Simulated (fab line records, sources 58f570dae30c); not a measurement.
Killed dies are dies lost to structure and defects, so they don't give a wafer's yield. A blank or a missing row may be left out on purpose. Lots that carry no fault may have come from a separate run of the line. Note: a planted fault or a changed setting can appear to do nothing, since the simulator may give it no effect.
Which tool is to blame? :: flow berkeley_cmos170 :: 15 lots with 45 wafers sampled at 4 steps, on a route of 331 steps

WHAT THE GAUGES SHOWED, per wafer
UCB170_M3_CD_MEAS_15: the cd target is 700 nm. Usual: cd_nm 700.0 nm, standard deviation 1.4.
lot: L251
measured: day 7 22:30
on: cd_sem-01
cd_nm (nm): 701.0 699.7 701.1
flag: 

lot: L252
measured: day 8 14:12
on: cd_sem-01
cd_nm (nm): 700.4 699.7 699.5
flag: 

lot: L253
measured: day 8 14:26
on: cd_sem-01
cd_nm (nm): 699.3 699.9 700.4
flag: 

lot: L255
measured: day 9 09:38
on: cd_sem-01
cd_nm (nm): - - -
flag: OFF

lot: L257
measured: day 9 11:53
on: cd_sem-01
cd_nm (nm): - - -
flag: OFF

lot: L258
measured: day 9 15:44
on: cd_sem-01
cd_nm (nm): - - -
flag: OFF

lot: L259
measured: day 10 00:38
on: cd_sem-02
cd_nm (nm): 699.8 699.0 699.3
flag: 

lot: L264
measured: day 10 14:24
on: cd_sem-02
cd_nm (nm): 704.6 702.4 702.0
flag: 

lot: L265
measured: day 11 05:29
on: cd_sem-02
cd_nm (nm): 700.1 700.3 700.1
flag: 

lot: L266
measured: day 11 05:59
on: cd_sem-01
cd_nm (nm): 698.5 698.8 699.0
flag: 

lot: L269
measured: day 11 18:14
on: cd_sem-01
cd_nm (nm): 699.7 701.0 700.3
flag: 

lot: L270
measured: day 12 06:49
on: cd_sem-01
cd_nm (nm): 699.3 698.0 699.7
flag: 

lot: L272
measured: day 12 07:38
on: cd_sem-01
cd_nm (nm): 699.6 699.6 699.8
flag: 

lot: L273
measured: day 12 08:26
on: cd_sem-02
cd_nm (nm): 700.1 701.6 700.7
flag: 

lot: L274
measured: day 12 14:25
on: cd_sem-01
cd_nm (nm): 700.3 701.3 701.6
flag: 

UCB170_M3_CD_MEAS_90: the cd target is 700 nm. Usual: cd_nm 701.2 nm, standard deviation 2.3.
lot: L251
measured: day 7 22:59
on: cd_sem-02
cd_nm (nm): 703.5 702.8 701.6
flag: 

lot: L252
measured: day 8 14:41
on: cd_sem-01
cd_nm (nm): 703.0 700.2 700.9
flag: 

lot: L253
measured: day 8 14:55
on: cd_sem-01
cd_nm (nm): 703.2 706.7 703.6
flag: 

lot: L255
measured: day 9 10:13
on: cd_sem-01
cd_nm (nm): - - -
flag: OFF

lot: L257
measured: day 9 12:23
on: cd_sem-01
cd_nm (nm): - - -
flag: OFF

lot: L258
measured: day 9 16:35
on: cd_sem-01
cd_nm (nm): - - -
flag: OFF

lot: L259
measured: day 10 01:08
on: cd_sem-02
cd_nm (nm): 698.0 699.6 700.0
flag: 

lot: L264
measured: day 10 14:53
on: cd_sem-02
cd_nm (nm): 704.4 701.6 702.9
flag: 

lot: L265
measured: day 11 05:59
on: cd_sem-02
cd_nm (nm): 700.1 699.7 699.5
flag: 

lot: L266
measured: day 11 06:28
on: cd_sem-02
cd_nm (nm): 703.8 702.0 703.0
flag: 

lot: L269
measured: day 11 18:43
on: cd_sem-02
cd_nm (nm): 701.4 702.8 700.4
flag: 

lot: L270
measured: day 12 07:18
on: cd_sem-01
cd_nm (nm): 699.9 696.3 699.6
flag: 

lot: L272
measured: day 12 08:07
on: cd_sem-02
cd_nm (nm): 703.6 704.4 700.5
flag: 

lot: L273
measured: day 12 08:55
on: cd_sem-02
cd_nm (nm): 698.5 702.2 700.8
flag: 

lot: L274
measured: day 12 14:54
on: cd_sem-02
cd_nm (nm): 700.5 704.1 702.9
flag: 

EACH LOT AND THE TOOL THAT RAN IT (in order: tool; ch and the chambers of the sampled wafers; start)
lot: L251
UCB170_V2_STRIP_15: plasma_asher-02 ch 0,1, day 7 19:57
UCB170_M3_PEB_13: litho_track-04 ch 0, day 7 22:14

lot: L252
UCB170_V2_STRIP_15: plasma_asher-03 ch 0,1, day 8 11:35
UCB170_M3_PEB_13: litho_track-04 ch 0, day 8 13:56

lot: L253
UCB170_V2_STRIP_15: plasma_asher-04 ch 1, day 8 11:48
UCB170_M3_PEB_13: litho_track-03 ch 0, day 8 14:10

lot: L255
UCB170_V2_STRIP_15: plasma_asher-04 ch 0,1, day 9 06:32
UCB170_M3_PEB_13: litho_track-04, day 9 09:20

lot: L257
UCB170_V2_STRIP_15: plasma_asher-04 ch 0,1, day 9 09:09
UCB170_M3_PEB_13: litho_track-01, day 9 11:32

lot: L258
UCB170_V2_STRIP_15: plasma_asher-02 ch 0, day 9 13:05
UCB170_M3_PEB_13: litho_track-04, day 9 15:23

lot: L259
UCB170_V2_STRIP_15: plasma_asher-04 ch 0,1, day 9 21:13
UCB170_M3_PEB_13: litho_track-03 ch 0, day 10 00:23

lot: L264
UCB170_V2_STRIP_15: plasma_asher-03 ch 0,1, day 10 11:01
UCB170_M3_PEB_13: litho_track-01 ch 0, day 10 14:04

lot: L265
UCB170_V2_STRIP_15: plasma_asher-03 ch 0,1, day 11 02:07
UCB170_M3_PEB_13: litho_track-01 ch 0, day 11 05:14

lot: L266
UCB170_V2_STRIP_15: plasma_asher-04 ch 0,1, day 11 02:41
UCB170_M3_PEB_13: litho_track-01 ch 0, day 11 05:42

lot: L269
UCB170_V2_STRIP_15: plasma_asher-03 ch 0,1, day 11 15:58
UCB170_M3_PEB_13: litho_track-01 ch 0, day 11 17:58

lot: L270
UCB170_V2_STRIP_15: plasma_asher-02 ch 0,1, day 12 03:43
UCB170_M3_PEB_13: litho_track-04 ch 0, day 12 06:33

lot: L272
UCB170_V2_STRIP_15: plasma_asher-04 ch 0,1, day 12 04:25
UCB170_M3_PEB_13: litho_track-01 ch 0, day 12 07:22

lot: L273
UCB170_V2_STRIP_15: plasma_asher-04 ch 0,1, day 12 05:13
UCB170_M3_PEB_13: litho_track-01 ch 0, day 12 08:10

lot: L274
UCB170_V2_STRIP_15: plasma_asher-03 ch 0,1, day 12 10:40
UCB170_M3_PEB_13: litho_track-01 ch 0, day 12 14:08
- UCB170_V2_STRIP_15: strips in O2.
- UCB170_M3_PEB_13

AS READ BY THE TOOLS THEMSELVES (means over the sampled wafers that have a number; for cases with no such wafer, the mark the record gives instead)
UCB170_V2_STRIP_15. Usual: drypump_motor_current_A 5.6 A, standard deviation 0.55; oes_product_au 0.722 a.u., standard deviation 0.0045; strip_time_to_endpoint_s 15.48 s, standard deviation 0.1.
lot: L251
tool: plasma_asher-02
drypump_motor_current_A (A): 5.9
oes_product_au (a.u.): 0.725
strip_time_to_endpoint_s (s): 15.55
flag: 

lot: L252
tool: plasma_asher-03
drypump_motor_current_A (A): 5.8
oes_product_au (a.u.): 0.719
strip_time_to_endpoint_s (s): 15.64
flag: 

lot: L253
tool: plasma_asher-04
drypump_motor_current_A (A): 5.3
oes_product_au (a.u.): 0.724
strip_time_to_endpoint_s (s): 15.42
flag: 

lot: L255
tool: plasma_asher-04
drypump_motor_current_A (A): 5.1
oes_product_au (a.u.): 0.720
strip_time_to_endpoint_s (s): 15.35
flag: 

lot: L257
tool: plasma_asher-04
drypump_motor_current_A (A): 5.1
oes_product_au (a.u.): 0.725
strip_time_to_endpoint_s (s): 15.43
flag: 

lot: L258
tool: plasma_asher-02
drypump_motor_current_A (A): 5.8
oes_product_au (a.u.): 0.719
strip_time_to_endpoint_s (s): 15.48
flag: 

lot: L259
tool: plasma_asher-04
drypump_motor_current_A (A): 5.0
oes_product_au (a.u.): 0.721
strip_time_to_endpoint_s (s): 15.43
flag: 

lot: L264
tool: plasma_asher-03
drypump_motor_current_A (A): 5.9
oes_product_au (a.u.): 0.727
strip_time_to_endpoint_s (s): 15.35
flag: 

lot: L265
tool: plasma_asher-03
drypump_motor_current_A (A): 5.8
oes_product_au (a.u.): 0.725
strip_time_to_endpoint_s (s): 15.48
flag: 

lot: L266
tool: plasma_asher-04
drypump_motor_current_A (A): 5.1
oes_product_au (a.u.): 0.723
strip_time_to_endpoint_s (s): 15.49
flag: 

lot: L269
tool: plasma_asher-03
drypump_motor_current_A (A): 5.9
oes_product_au (a.u.): 0.723
strip_time_to_endpoint_s (s): 15.43
flag: 

lot: L270
tool: plasma_asher-02
drypump_motor_current_A (A): 6.1
oes_product_au (a.u.): 0.722
strip_time_to_endpoint_s (s): 15.48
flag: 

lot: L272
tool: plasma_asher-04
drypump_motor_current_A (A): 4.8
oes_product_au (a.u.): 0.722
strip_time_to_endpoint_s (s): 15.39
flag: 

lot: L273
tool: plasma_asher-04
drypump_motor_current_A (A): 5.0
oes_product_au (a.u.): 0.723
strip_time_to_endpoint_s (s): 15.45
flag: 

lot: L274
tool: plasma_asher-03
drypump_motor_current_A (A): 5.9
oes_product_au (a.u.): 0.724
strip_time_to_endpoint_s (s): 15.57
flag: 

UCB170_M3_PEB_13. Usual: chill_plate_temp_C 22.99 C, standard deviation 0.11; exhaust_pa 45.0 Pa, standard deviation 0.81.
lot: L251
tool: litho_track-04
chill_plate_temp_C (C): 22.97
exhaust_pa (Pa): 44.3
flag: 

lot: L252
tool: litho_track-04
chill_plate_temp_C (C): 22.89
exhaust_pa (Pa): 44.9
flag: 

lot: L253
tool: litho_track-03
chill_plate_temp_C (C): 23.07
exhaust_pa (Pa): 45.5
flag: 

lot: L255
tool: litho_track-04
chill_plate_temp_C (C): -
exhaust_pa (Pa): -
flag: OFF

lot: L257
tool: litho_track-01
chill_plate_temp_C (C): -
exhaust_pa (Pa): -
flag: OFF

lot: L258
tool: litho_track-04
chill_plate_temp_C (C): -
exhaust_pa (Pa): -
flag: OFF

lot: L259
tool: litho_track-03
chill_plate_temp_C (C): 22.97
exhaust_pa (Pa): 45.7
flag: 

lot: L264
tool: litho_track-01
chill_plate_temp_C (C): 23.09
exhaust_pa (Pa): 44.8
flag: 

lot: L265
tool: litho_track-01
chill_plate_temp_C (C): 23.02
exhaust_pa (Pa): 44.9
flag: 

lot: L266
tool: litho_track-01
chill_plate_temp_C (C): 22.98
exhaust_pa (Pa): 45.2
flag: 

lot: L269
tool: litho_track-01
chill_plate_temp_C (C): 23.06
exhaust_pa (Pa): 45.4
flag: 

lot: L270
tool: litho_track-04
chill_plate_temp_C (C): 23.01
exhaust_pa (Pa): 45.1
flag: 

lot: L272
tool: litho_track-01
chill_plate_temp_C (C): 22.93
exhaust_pa (Pa): 44.6
flag: 

lot: L273
tool: litho_track-01
chill_plate_temp_C (C): 23.16
exhaust_pa (Pa): 44.4
flag: 

lot: L274
tool: litho_track-01
chill_plate_temp_C (C): 22.92
exhaust_pa (Pa): 45.6
flag: 

THE ANSWER, worked out from the rows above alone
Rule: a lot is off if the mean of its wafers that have a number lies more than 3 standard deviations from the usual mean. Also off: a lot with no number at a reading for which 4 or more lots have one. All remaining lots with rows at the step are treated as sound. After the gauges, taken in route order, come the tools' own readings; for these a lot's mean is taken, as printed above. At the first step where some lot is off, the reading lying furthest off is the one used; lots without a number count as furthest.
Off: L255, L257, L258 (UCB170_M3_CD_MEAS_15, cd_nm). Without a number there: L255, L257, L258.
If a tool, at a process step before that reading, ran all the lots that are off and no sound lot after the first of them, it fits. The gauges at UCB170_M3_CD_MEAS_15 aren't tried: what is off there is off at UCB170_M3_PEB_13 too, on other tools, and a gauge's error can't cause that. No candidate that was tried fits.

WHAT THE SIMULATOR HAD INSERTED
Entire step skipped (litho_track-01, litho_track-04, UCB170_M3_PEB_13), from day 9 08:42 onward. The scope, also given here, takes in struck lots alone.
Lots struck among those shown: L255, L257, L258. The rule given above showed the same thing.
